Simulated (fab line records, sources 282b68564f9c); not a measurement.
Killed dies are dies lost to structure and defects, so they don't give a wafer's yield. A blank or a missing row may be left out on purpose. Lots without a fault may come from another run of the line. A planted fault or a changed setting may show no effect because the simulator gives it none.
fab line records | flow rit_cmos
record lots=5 wafers=23
route steps=202 shown ACTIVE@2 FOX1@20 FOX2@23 NWELL@29 PWELL@44 WELLDRIVE@50 PRETRO@72 GATE@84 NLDD@105 PLDD@122
start_h: hours from the record's first day to the start of the lot's first wafer shown | wait_h: hours since the lot's step before | " the same as in the row above | L1.1+2: a row that stands for several wafers | - no value, or no start given | * or withheld: withheld | < > ~ a bound
route shown NAME@n: a module of which the file shows steps, and the number in the route of the first | usual: mean/standard deviation of fault-free wafers | same: alike in all rows | chamber/n: place in a boat | sites: the reading at each site | _std_site: their standard deviation | _edge_site: outer sites' mean less inner sites' | radius_mm: how far each site lies from the wafer's centre | mask NAME#n: copy n | behind: the tool/chamber that last shaped the wafer | hold: why the lot was held/for how many hours/how that ended | device: the transistor (n, p or np) that didn't switch | end of line: the same wafers' tests at the end of the route | a step without rows: its recipe alone | killed: dies lost to structure and defects at the first sort, not the wafer's yield | map: a wafer's dies, x killed, . not, _ none there
set.NAME: the setting as run; set.NAME@STEP: as run at that earlier step | model.NAME: the simulator's own value behind a step, which no gauge read
lots whose settings were changed on purpose; a table a step, a row a wafer
## steps
# step RIT_ACTIVE_OXIDATION_01
# recipe temp_c=1000 ambient=O2 target_thk_a=468 ox_time_s=3360
# columns lot.wafer tool chamber start_h wait_h set.temp_c model.SiO2_of_ACTIVE_OXIDATION_01.thk_nm
L074.1 - - - 2.6 979.6 39.02
L074.2 " - " " 979.6 38.6
L074.3 " - " " 979.6 38.55
L074.4 " - " " 979.6 37.95
L074.6 " - " " 979.6 38.61
L077.1 - - - 0.1 1015 53.57
L077.2 " - " " 1015 53.94
L077.4 " - " " 1015 53.79
L077.5 " - " " 1015 53.93
L077.6 " - " " 1015 54.82
L078.1 furnace-04 0 31.16 1.1 1000 45.66
L078.2 " 0 " " 1000 45.95
L078.6 " 0 " " 1000 46.01
L080.1 - - - 2.3 1000 47.47
L080.2 " - " " 1000 47.87
L080.3 " - " " 1000 48.43
L080.4 " - " " 1000 47.38
L080.5 " - " " 1000 47.63
L084.1 - - - 1.3 1026 59.37
L084.2 " - " " 1026 59.96
L084.3 " - " " 1026 59.43
L084.4 " - " " 1026 59.1
L084.6 " - " " 1026 60.24
# step RIT_ACTIVE_THK_MEAS_02
# recipe reads=SiO2_of_ACTIVE_OXIDATION_01
# usual ACTIVE_OXIDE_THK=47.1/0.76
# columns lot.wafer tool chamber start_h wait_h set.temp_c@ACTIVE_OXIDATION_01 ACTIVE_OXIDE_THK[nm]
L074.1 film_metro-02 - - - 979.6 39.0
L074.2 " - " " 979.6 38.6
L074.3 " - " " 979.6 38.5
L074.4 " - " " 979.6 38.0
L074.6 " - " " 979.6 38.6
L077.1 film_metro-02 - - - 1015 53.6
L077.2 " - " " 1015 53.9
L077.4 " - " " 1015 53.8
L077.5 " - " " 1015 54.0
L077.6 " - " " 1015 54.9
L078.1 film_metro-02 - 33.10 0.0 1000 45.7
L078.2 " - " " 1000 46.0
L078.6 " - " " 1000 46.0
L080.1 film_metro-01 - - - 1000 47.4
L080.2 " - " " 1000 47.8
L080.3 " - " " 1000 48.4
L080.4 " - " " 1000 47.3
L080.5 " - " " 1000 47.6
L084.1 film_metro-04 - - - 1026 59.4
L084.2 " - " " 1026 60.0
L084.3 " - " " 1026 59.4
L084.4 " - " " 1026 59.1
L084.6 " - " " 1026 60.2
# step RIT_ACTIVE_COAT_06
# recipe resist=NOVOLAK spin_rpm=3250 resist_thk_nm=1000
# columns lot.wafer tool chamber start_h wait_h set.resist_thk_nm model.NOVOLAK_of_ACTIVE_COAT_06.thk_nm
L074.1+2 litho_track-04 0 16.22 0.1 1000 1001
L074.3 " 0 " " 1000 1002
L074.4+6 " 0 " " 1000 1000
L077.1+5 litho_track-04 0 28.75 0.1 1000 1004
L077.2 " 0 " " 1057 1062
L077.4 " 0 " " 1000 1003
L077.6 " 0 " " 1057 1060
L078.1+2+6 litho_track-02 0 35.25 0.1 1000 1004
L080.1+5 litho_track-04 0 45.93 0.1 1000 1001
L080.2 " 0 " " 985 988.2
L080.3 " 0 " " 985 986.7
L080.4 " 0 " " 985 987.3
L084.1 litho_track-03 0 64.91 0.1 1000 999.2
L084.2 " 0 " " 1000 997.7
L084.3 " 0 " " 1000 997
L084.4 " 0 " " 1000 996.6
L084.6 " 0 " " 1000 998.9
# step RIT_FOX1_OXIDATION_00
# recipe temp_c=1100 ambient=H2O target_thk_a=3507 p_h2o_torr=720 ox_time_s=1130
# columns lot.wafer tool chamber start_h wait_h set.ox_time_s model.SiO2_of_FOX1_OXIDATION_00.thk_nm
L074.1 - - - 2.8 1288 385.7
L074.2 " - " " 1288 385
L074.3 " - " " 1288 382.5
L074.4 " - " " 1288 380.4
L074.6 " - " " 1288 385.9
L077.1 - - - 2.5 1212 363
L077.2 " - " " 1212 366.6
L077.4 " - " " 1212 365.4
L077.5 " - " " 1212 366.9
L077.6 " - " " 1212 367.5
L078.1 furnace-01 0 40.40 3.2 1130 350.6
L078.2 " 0 " " 1130 352.7
L078.6 " 0 " " 1130 355.5
L080.1 - - - 0.2 1178 353.9
L080.2 " - " " 1178 348.6
L080.3 " - " " 1178 356.7
L080.4 " - " " 1178 358.2
L080.5 " - " " 1178 353.1
L084.1 - - - 0.8 1130 351.4
L084.2 " - " " 1130 350.5
L084.3 " - " " 1130 354.4
L084.4 " - " " 1130 344.8
L084.6 " - " " 1130 350.1
# step RIT_FOX1_THK_MEAS_01
# recipe reads=SiO2_of_FOX1_OXIDATION_00
# usual FOX1_OXIDE_THK=349/6
# columns lot.wafer tool chamber start_h wait_h set.ox_time_s@FOX1_OXIDATION_00 FOX1_OXIDE_THK[nm]
L074.1 film_metro-01 - - - 1288 385
L074.2 " - " " 1288 385
L074.3 " - " " 1288 382
L074.4 " - " " 1288 380
L074.6 " - " " 1288 386
L077.1 film_metro-03 - - - 1212 363
L077.2 " - " " 1212 366
L077.4 " - " " 1212 366
L077.5 " - " " 1212 367
L077.6 " - " " 1212 367
L078.1 film_metro-02 - 41.72 0.0 1130 351
L078.2 " - " " 1130 353
L078.6 " - " " 1130 355
L080.1 film_metro-02 - - - 1178 354
L080.2 " - " " 1178 349
L080.3 " - " " 1178 356
L080.4 " - " " 1178 358
L080.5 " - " " 1178 353
L084.1 film_metro-03 - - - 1130 352
L084.2 " - " " 1130 350
L084.3 " - " " 1130 354
L084.4 " - " " 1130 345
L084.6 " - " " 1130 350
# step RIT_FOX1_WET_ETCH_02
# recipe chemistry=BOE target_depth_nm=350 time_s=390 temp_c=21.5 dry=n2_spin dilution=10:1 target=SiO2
# step RIT_FOX2_OXIDATION_00
# recipe temp_c=1100 ambient=H2O target_thk_a=3507 p_h2o_torr=720 ox_time_s=1130
# step RIT_FOX2_CLEAN_02
# recipe chemistry=dHF dilution=50:1 time_s=180
# step RIT_FOX2_WET_ETCH_03
# recipe chemistry=H3PO4 target=Si3N4 target_depth_nm=195 temp_c=165 time_s=2700
# columns lot.wafer tool chamber start_h wait_h set.temp_c@ACTIVE_OXIDATION_01 model.SiO2_of_ACTIVE_OXIDATION_01.thk_nm
L074.1 wet_bench-01 3 23.77 0.0 979.6 34.73
L074.2 " 3 " " 979.6 32.13
L074.3 " 3 " " 979.6 33.01
L074.4 " 3 " " 979.6 33.64
L074.6 " 3 " " 979.6 32.16
L077.1 wet_bench-02 2 37.51 0.0 1015 45.97
L077.2 " 2 " " 1015 47.74
L077.4 " 2 " " 1015 47.62
L077.5 " 2 " " 1015 47.75
L077.6 " 2 " " 1015 47.08
L078.1 wet_bench-02 3 45.68 0.0 1000 40.55
L078.2 " 3 " " 1000 40.82
L078.6 " 3 " " 1000 40.88
L080.1 wet_bench-02 1 51.59 0.0 1000 42.23
L080.2 " 1 " " 1000 42.44
L080.3 " 1 " " 1000 40.83
L080.4 " 1 " " 1000 39.9
L080.5 " 1 " " 1000 42.21
L084.1 wet_bench-02 3 70.54 0.0 1026 52.6
L084.2 " 3 " " 1026 53.11
L084.3 " 3 " " 1026 51.78
L084.4 " 3 " " 1026 50.52
L084.6 " 3 " " 1026 53.37
# step RIT_NWELL_COAT_01
# recipe resist=NOVOLAK spin_rpm=2000 resist_thk_nm=1300
# columns lot.wafer tool chamber start_h wait_h set.spin_rpm model.NOVOLAK_of_NWELL_COAT_01.thk_nm
L074.1+6 litho_track-03 0 24.82 0.1 2147 1253
L074.2 " 0 " " 2000 1296
L074.3 " 0 " " 2000 1297
L074.4 " 0 " " 2147 1255
L077.1+4 litho_track-04 0 38.48 0.1 2000 1306
L077.2 " 0 " " 2000 1305
L077.5+6 " 0 " " 2000 1309
L078.1 litho_track-03 0 46.72 0.1 2000 1295
L078.2 " 0 " " 2000 1299
L078.6 " 0 " " 2000 1297
L080.1+5 litho_track-03 0 52.56 0.1 2000 1303
L080.2+4 " 0 " " 2000 1301
L080.3 " 0 " " 2000 1296
L084.1+3 litho_track-01 0 71.72 0.1 2000 1304
L084.2 " 0 " " 2141 1259
L084.4 " 0 " " 2000 1301
L084.6 " 0 " " 2141 1257
# step RIT_NWELL_SOFTBAKE_02
# recipe resist=NOVOLAK temp_c=90 time_s=60
# step RIT_NWELL_EXPOSE_03
# recipe mask_id=M2 na=0.57 target_cd_nm=43900 dose_mj=250
# step RIT_NWELL_DEVELOP_05
# recipe resist=NOVOLAK develop_time_s=68 dev_temp_c=23
# step RIT_NWELL_HARDBAKE_07
# recipe resist=NOVOLAK temp_c=140 time_s=120
# columns lot.wafer tool chamber start_h wait_h set.spin_rpm@NWELL_COAT_01 model.NOVOLAK_of_NWELL_COAT_01.thk_nm
L074.1 litho_track-04 0 25.71 0.0 2147 1096
L074.2 " 0 " " 2000 1133
L074.3 " 0 " " 2000 1134
L074.4 " 0 " " 2147 1098
L074.6 " 0 " " 2147 1097
L077.1 litho_track-04 0 39.37 0.0 2000 1142
L077.2 " 0 " " 2000 1141
L077.4 " 0 " " 2000 1143
L077.5 " 0 " " 2000 1145
L077.6 " 0 " " 2000 1144
L078.1 litho_track-01 0 47.48 0.0 2000 1133
L078.2 " 0 " " 2000 1136
L078.6 " 0 " " 2000 1135
L080.1 litho_track-04 0 53.32 0.0 2000 1139
L080.2+4 " 0 " " 2000 1138
L080.3 " 0 " " 2000 1133
L080.5 " 0 " " 2000 1140
L084.1+3 litho_track-03 0 72.61 0.0 2000 1141
L084.2 " 0 " " 2141 1102
L084.4 " 0 " " 2000 1138
L084.6 " 0 " " 2141 1099
# step RIT_NWELL_IMPLANT_08
# recipe species=P energy_kev=170 dose_cm2=5e+13 tilt_deg=7
# columns lot.wafer tool chamber start_h wait_h set.dose_cm2
L074.1+2+4 implanter-04 0 25.96 0.2 4.856e+13
L074.3+6 " 0 " " 5e+13
L077.1+6 implanter-04 0 39.62 0.2 5e+13
L077.2+4+5 " 0 " " 4.848e+13
L078.1+2+6 implanter-03 0 47.73 0.2 5e+13
L080.1+2+3+4+5 implanter-04 0 53.57 0.2 5e+13
L084.1+2+3+4+6 implanter-03 0 72.86 0.2 5e+13
# step RIT_PWELL_DEVELOP_05
# recipe resist=NOVOLAK develop_time_s=68 dev_temp_c=23
# columns lot.wafer tool chamber start_h wait_h set.dev_temp_c
L074.1+2 litho_track-02 0 - - 23
L074.3+4+6 " 0 " " 26.7
L077.1+2+4+5+6 litho_track-04 0 - - 23
L078.1+2+6 litho_track-01 0 - - 23
L080.1+4 litho_track-02 0 - - 23
L080.2+3+5 " 0 " " 25.45
L084.1+4+6 litho_track-01 0 - - 23
L084.2+3 " 0 " " 24.87
# step RIT_PWELL_HARDBAKE_07
# recipe resist=NOVOLAK temp_c=140 time_s=120
# step RIT_WELLDRIVE_ANNEAL_00
# recipe temp_c=1100 time_s=14700 ambient=N2
# step RIT_WELLDRIVE_RS_MEAS_01
# recipe thk_meas_gauge=four-point-probe
# usual NWELL_RS=274.9/0.71
# columns lot.wafer tool chamber start_h wait_h set.dose_cm2@NWELL_IMPLANT_08 NWELL_RS[ohm/sq]
L074.1 film_metro-01 - 34.53 0.0 4.856e+13 280.3
L074.2 " - " " 4.856e+13 280.0
L074.3 " - " " 5e+13 275.7
L074.4 " - " " 4.856e+13 279.5
L074.6 " - " " 5e+13 275.6
L077.1 film_metro-01 - 47.88 0.0 5e+13 274.0
L077.2 " - " " 4.848e+13 279.2
L077.4 " - " " 4.848e+13 279.9
L077.5 " - " " 4.848e+13 279.3
L077.6 " - " " 5e+13 273.7
L078.1 film_metro-03 - 56.51 0.0 5e+13 275.9
L078.2 " - " " 5e+13 275.0
L078.6 " - " " 5e+13 275.2
L080.1 film_metro-01 - 61.60 0.0 5e+13 273.2
L080.2 " - " " 5e+13 274.1
L080.3 " - " " 5e+13 274.3
L080.4 " - " " 5e+13 274.4
L080.5 " - " " 5e+13 274.2
L084.1 film_metro-03 - 79.88 0.0 5e+13 274.6
L084.2 " - " " 5e+13 274.2
L084.3 " - " " 5e+13 274.6
L084.4 " - " " 5e+13 274.4
L084.6 " - " " 5e+13 274.3
# step RIT_PRETRO_IMPLANT_08
# recipe species=B energy_kev=45 dose_cm2=1.2e+13 tilt_deg=7
# columns lot.wafer tool chamber start_h wait_h set.dose_cm2
L074.1+3+6 implanter-02 0 37.48 0.2 1.2e+13
L074.2+4 " 0 " " 1.144e+13
L077.1+4+6 implanter-01 0 51.08 0.2 1.131e+13
L077.2+5 " 0 " " 1.2e+13
L078.1+2+6 implanter-01 0 59.75 0.2 1.2e+13
L080.1+2 implanter-01 0 64.80 0.2 1.2e+13
L080.3+4+5 " 0 " " 1.25e+13
L084.1+2+4 implanter-03 0 82.84 0.2 1.253e+13
L084.3+6 " 0 " " 1.2e+13
# step RIT_PRETRO_STRIP_09
# recipe chemistry=O2 time_s=180 resist=NOVOLAK platen_temp_c=withheld power_w=500 pressure_mtorr=4000 o2_flow_sccm=4000
# step RIT_PRETRO_TW_MEAS_10
# usual PRETRO_TW=474/3.5
# columns lot.wafer tool chamber start_h wait_h set.dose_cm2@PRETRO_IMPLANT_08 PRETRO_TW
L074.1 film_metro-03 - 37.81 0.1 1.2e+13 482
L074.2 " - " " 1.144e+13 474
L074.3 " - " " 1.2e+13 480
L074.4 " - " " 1.144e+13 474
L074.6 " - " " 1.2e+13 482
L077.1 film_metro-02 - 51.41 0.1 1.131e+13 462
L077.2 " - " " 1.2e+13 472
L077.4 " - " " 1.131e+13 462
L077.5 " - " " 1.2e+13 473
L077.6 " - " " 1.131e+13 464
L078.1 film_metro-02 - 60.08 0.1 1.2e+13 470
L078.2 " - " " 1.2e+13 472
L078.6 " - " " 1.2e+13 471
L080.1 film_metro-01 - 65.13 0.1 1.2e+13 478
L080.2 " - " " 1.2e+13 476
L080.3 " - " " 1.25e+13 482
L080.4 " - " " 1.25e+13 482
L080.5 " - " " 1.25e+13 482
L084.1 film_metro-03 - 83.16 0.1 1.253e+13 483
L084.2 " - " " 1.253e+13 484
L084.3 " - " " 1.2e+13 477
L084.4 " - " " 1.253e+13 485
L084.6 " - " " 1.2e+13 478
# step RIT_GATE_CVD_08
# recipe material=poly-Si target_thk_nm=250 temp_c=610 precursor=SiH4 time_s=2220 pressure_mtorr=300 sih4_flow_sccm=100
# columns lot.wafer tool chamber start_h wait_h set.time_s model.poly-Si_of_GATE_CVD_08.thk_nm
L074.1 - - - 0.1 1990 222.6
L074.2 " - " " 1990 223.4
L074.3 " - " " 1990 223.1
L074.4 " - " " 1990 222.9
L074.6 " - " " 1990 223.2
L077.1 - - - 0.7 2525 286.2
L077.2 " - " " 2525 287
L077.4 " - " " 2525 287.3
L077.5 " - " " 2525 288.3
L077.6 " - " " 2525 287.9
L078.1 lpcvd-01 0 64.85 0.1 2220 251.2
L078.2 " 0 " " 2220 251.4
L078.6 " 0 " " 2220 252.2
L080.1 - - - 1.0 1972 226.2
L080.2 " - " " 1972 227
L080.3 " - " " 1972 227.5
L080.4 " - " " 1972 226.9
L080.5 " - " " 1972 228.9
L084.1 - - - 0.1 2449 271.7
L084.2 " - " " 2449 274.8
L084.3 " - " " 2449 271.6
L084.4 " - " " 2449 272.4
L084.6 " - " " 2449 271.2
# step RIT_GATE_THK_MEAS_09
# recipe reads=poly-Si_of_GATE_CVD_08
# usual GATE_POLY_THK=251.0/2.8
# columns lot.wafer tool chamber start_h wait_h set.time_s@GATE_CVD_08 GATE_POLY_THK[nm]
L074.1 film_metro-02 - - - 1990 222.5
L074.2 " - " " 1990 223.4
L074.3 " - " " 1990 223.0
L074.4 " - " " 1990 222.6
L074.6 " - " " 1990 223.2
L077.1 film_metro-04 - - - 2525 286.2
L077.2 " - " " 2525 287.2
L077.4 " - " " 2525 287.2
L077.5 " - " " 2525 288.5
L077.6 " - " " 2525 287.7
L078.1 film_metro-02 - 66.46 0.0 2220 251.4
L078.2 " - " " 2220 251.4
L078.6 " - " " 2220 252.2
L080.1 film_metro-02 - - - 1972 226.1
L080.2 " - " " 1972 227.2
L080.3 " - " " 1972 227.7
L080.4 " - " " 1972 227.0
L080.5 " - " " 1972 229.0
L084.1 film_metro-02 - - - 2449 271.5
L084.2 " - " " 2449 274.7
L084.3 " - " " 2449 271.7
L084.4 " - " " 2449 272.5
L084.6 " - " " 2449 271.3
# step RIT_GATE_DEVELOP_15
# recipe resist=NOVOLAK develop_time_s=50 dev_temp_c=23
# columns lot.wafer tool chamber start_h wait_h set.dev_temp_c
L074.1+4 litho_track-01 0 - - 26.03
L074.2+3+6 " 0 " " 23
L077.1+2+4 litho_track-01 0 - - 24.02
L077.5+6 " 0 " " 23
L078.1+2+6 litho_track-01 0 - - 23
L080.1+2+5 litho_track-01 0 - - 25.45
L080.3+4 " 0 " " 23
L084.1+6 litho_track-01 0 - - 20.83
L084.2+3+4 " 0 " " 23
# step RIT_GATE_HARDBAKE_18
# recipe resist=NOVOLAK temp_c=140 time_s=60
# step RIT_GATE_ETCH_19
# recipe chemistry=SF6/CHF3/O2 time_s=165 SF6_flow_sccm=30 CHF3_flow_sccm=30 O2_flow_sccm=5 target=poly-Si pressure_mtorr=40 rf_w=160 target_depth_a=3125 over_etch_frac=0.25 stop_on=SiO2
# usual oes_product_au=0.850/0.013
# columns lot.wafer tool chamber start_h wait_h set.time_s@GATE_CVD_08 oes_product_au
L074.1 rie_si-02 2 48.35 0.1 1990 0.795
L074.2 " 3 " " 1990 0.788
L074.3 " 1 " " 1990 0.770
L074.4 " 0 " " 1990 0.788
L074.6 " 1 " " 1990 0.774
L077.1 rie_si-02 3 60.04 0.1 2525 0.936
L077.2 " 0 " " 2525 0.939
L077.4 " 2 " " 2525 0.954
L077.5 " 2 " " 2525 0.955
L077.6 " 1 " " 2525 0.918
L078.1 rie_si-01 0 67.81 0.1 2220 0.845
L078.2 " 2 " " 2220 0.845
L078.6 " 2 " " 2220 0.859
L080.1 rie_si-01 2 71.88 0.1 1972 0.787
L080.2 " 0 " " 1972 0.789
L080.3 " 3 " " 1972 0.793
L080.4 " 1 " " 1972 0.808
L080.5 " 2 " " 1972 0.795
L084.1 rie_si-01 1 88.93 0.1 2449 0.922
L084.2 " 0 " " 2449 0.888
L084.3 " 3 " " 2449 0.903
L084.4 " 1 " " 2449 0.920
L084.6 " 3 " " 2449 0.892
# step RIT_NLDD_SOFTBAKE_02
# recipe resist=NOVOLAK temp_c=90 time_s=60
# columns lot.wafer tool chamber start_h wait_h set.temp_c model.NOVOLAK_of_NLDD_COAT_01.thk_nm
L074.1 litho_track-02 0 52.10 0.1 91.11 1004
L074.2+4 " 0 " " 91.11 1003
L074.3+6 " 0 " " 90 1005
L077.1 litho_track-01 0 65.58 0.1 90 1004
L077.2 " 0 " " 93.52 996.3
L077.4 " 0 " " 93.52 993.3
L077.5 " 0 " " 93.52 995.2
L077.6 " 0 " " 90 1005
L078.1 litho_track-04 0 71.49 0.1 90 1000
L078.2+6 " 0 " " 90 1001
L080.1+5 litho_track-02 0 75.72 0.1 90 1007
L080.2+3+4 " 0 " " 90 1005
L084.1 litho_track-02 0 92.94 0.1 93.08 998.4
L084.2+4 " 0 " " 90 1006
L084.3 " 0 " " 93.08 997.8
L084.6 " 0 " " 90 1002
# step RIT_NLDD_IMPLANT_08
# recipe species=P energy_kev=20 dose_cm2=5e+14 tilt_deg=7
# columns lot.wafer tool chamber start_h wait_h set.dose_cm2
L074.1+2+3+4+6 implanter-02 0 52.84 0.1 5e+14
L077.1+4 implanter-03 0 66.32 0.1 5.111e+14
L077.2+5+6 " 0 " " 5e+14
L078.1+2+6 implanter-03 0 72.36 0.1 5e+14
L080.1+5 implanter-02 0 76.73 0.1 5e+14
L080.2+3+4 " 0 " " 5.274e+14
L084.1+4 implanter-02 0 93.80 0.1 5e+14
L084.2+3+6 " 0 " " 5.163e+14
# step RIT_PLDD_IMPLANT_08
# recipe species=BF2 energy_kev=20 dose_cm2=9e+14 tilt_deg=7
# columns lot.wafer tool chamber start_h wait_h set.energy_kev model.implant.rp_nm model.implant.drp_nm
L074.1+6 implanter-01 0 54.38 0.1 20 17.82 9.752
L074.2+3+4 " 0 " " 20.89 18.44 10.05
L077.1+2+5 implanter-04 0 67.86 0.1 20 18 9.752
L077.4+6 " 0 " " 20.92 18.65 10.06
L078.1+2+6 implanter-01 0 73.79 0.1 20 17.07 9.752
L080.1+2+4 implanter-03 0 78.54 0.1 19.4 17.49 9.545
L080.3+5 " 0 " " 20 17.91 9.752
L084.1+2+4 implanter-03 0 95.22 0.1 19.69 17 9.645
L084.3+6 " 0 " " 20 17.21 9.752
## key
split step=RIT_ACTIVE_OXIDATION_01 setting=temp_c stated=1000 by=lot
response step=RIT_ACTIVE_OXIDATION_01 reading=model.SiO2_of_ACTIVE_OXIDATION_01.thk_nm change=+4.53 per=1% r=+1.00
response step=RIT_ACTIVE_THK_MEAS_02 reading=ACTIVE_OXIDE_THK change=+4.54 per=1% r=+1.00
response step=RIT_FOX2_WET_ETCH_03 reading=model.SiO2_of_ACTIVE_OXIDATION_01.thk_nm change=+4.1 per=1% r=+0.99
split step=RIT_ACTIVE_COAT_06 setting=resist_thk_nm stated=1000 by=wafer
response step=RIT_ACTIVE_COAT_06 reading=model.NOVOLAK_of_ACTIVE_COAT_06.thk_nm change=+9.91 per=1% r=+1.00
split step=RIT_FOX1_OXIDATION_00 setting=ox_time_s stated=1130 by=lot
response step=RIT_FOX1_OXIDATION_00 reading=model.SiO2_of_FOX1_OXIDATION_00.thk_nm change=+2.38 per=1% r=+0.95
response step=RIT_FOX1_THK_MEAS_01 reading=FOX1_OXIDE_THK change=+2.37 per=1% r=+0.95
split step=RIT_NWELL_COAT_01 setting=spin_rpm stated=2000 by=wafer
response step=RIT_NWELL_COAT_01 reading=model.NOVOLAK_of_NWELL_COAT_01.thk_nm change=-6.12 per=1% r=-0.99
response step=RIT_NWELL_HARDBAKE_07 reading=model.NOVOLAK_of_NWELL_COAT_01.thk_nm change=-5.28 per=1% r=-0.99
split step=RIT_NWELL_IMPLANT_08 setting=dose_cm2 stated=5e+13 by=wafer
response step=RIT_WELLDRIVE_RS_MEAS_01 reading=NWELL_RS change=-1.68 per=1% r=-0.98
split step=RIT_PWELL_DEVELOP_05 setting=dev_temp_c stated=23 by=wafer
response none clear
split step=RIT_PRETRO_IMPLANT_08 setting=dose_cm2 stated=1.2e+13 by=wafer
response step=RIT_PRETRO_TW_MEAS_10 reading=PRETRO_TW change=+1.57 per=1% r=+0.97
split step=RIT_GATE_CVD_08 setting=time_s stated=2220 by=lot
response step=RIT_GATE_CVD_08 reading=model.poly-Si_of_GATE_CVD_08.thk_nm change=+2.41 per=1% r=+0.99
response step=RIT_GATE_THK_MEAS_09 reading=GATE_POLY_THK change=+2.42 per=1% r=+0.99
response step=RIT_GATE_ETCH_19 reading=oes_product_au change=+0.00593 per=1% r=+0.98
split step=RIT_GATE_DEVELOP_15 setting=dev_temp_c stated=23 by=wafer
response none clear
split step=RIT_NLDD_SOFTBAKE_02 setting=temp_c stated=90 by=wafer
response step=RIT_NLDD_SOFTBAKE_02 reading=model.NOVOLAK_of_NLDD_COAT_01.thk_nm change=-2.2 per=1% r=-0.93
split step=RIT_NLDD_IMPLANT_08 setting=dose_cm2 stated=5e+14 by=wafer
response none in this file
split step=RIT_PLDD_IMPLANT_08 setting=energy_kev stated=20 by=wafer
response step=RIT_PLDD_IMPLANT_08 reading=model.implant.rp_nm change=+0.139 per=1% r=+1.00
response step=RIT_PLDD_IMPLANT_08 reading=model.implant.drp_nm change=+0.0682 per=1% r=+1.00
